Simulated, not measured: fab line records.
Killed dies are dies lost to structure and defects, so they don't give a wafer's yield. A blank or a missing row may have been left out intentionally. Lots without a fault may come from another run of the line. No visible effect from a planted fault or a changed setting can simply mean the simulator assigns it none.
Chamber matching | flow berkeley_cmos170 | 4 sister chambers for UCB170_V1_CMP_02 on cmp-01
The step polishes SiO2. 8 wafers are shown with their chamber, then 7 later ones without.

== WAFERS PAIRED WITH THEIR CHAMBERS ==
wafer  | chamber | motor_current_A (A) | platen_rpm (rpm)
L134.2 | 2       | 17.0                | 60.01
L134.4 | 3       | 14.9                | 60.04
L136.1 | 1       | 16.5                | 59.98
L133.2 | 0       | 18.3                | 59.96
L133.4 | 2       | 17.1                | 59.94
L133.5 | 1       | 15.5                | 59.95
L151.2 | 0       | 18.4                | 59.99
L151.3 | 3       | 15.8                | 60.10

== WAFERS WHOSE CHAMBER IS MISSING ==
wafer  | motor_current_A (A) | platen_rpm (rpm)
L151.6 | 16.1                | 59.99
L155.3 | 17.8                | 60.00
L155.5 | 15.5                | 60.04
L155.6 | 18.4                | 59.99
L152.2 | 16.6                | 59.94
L152.4 | 15.7                | 60.04
L152.5 | 16.9                | 60.03

== CHAMBER TAKEN BY EACH ==
wafer  | from the rows above               | in truth
L151.6 | can't be placed: 1 or 2 or 3      | 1
L155.3 | can't be placed: 0 or 2           | 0
L155.5 | can't be placed: 3 or 1           | 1
L155.6 | 0                                 | 0
L152.2 | can't be placed: 2 or 1           | 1
L152.4 | can't be placed: 3 or 1           | 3
L152.5 | can't be placed: 2 or 1 or 0 or 3 | 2
Correctly placed: 1 of 7. Cannot be placed on the basis of these rows: 6; the candidates contain the true chamber in 6. 0 placed wrongly.
How it was worked out, from the rows above alone: a wafer's distance from a chamber is the root of the sum, over the readings, of the square of ((its reading less the chamber's mean) divided by the reading's scatter). The wafer belongs to the nearest chamber; if the next one is less than 2 further off, it can't be placed. For every chamber, the mean is computed from those of its wafers that are shown. The scatter: take each reading less its chamber's mean, square it, sum over the shown wafers, divide by the number of wafers less the number of chambers, and take the root.
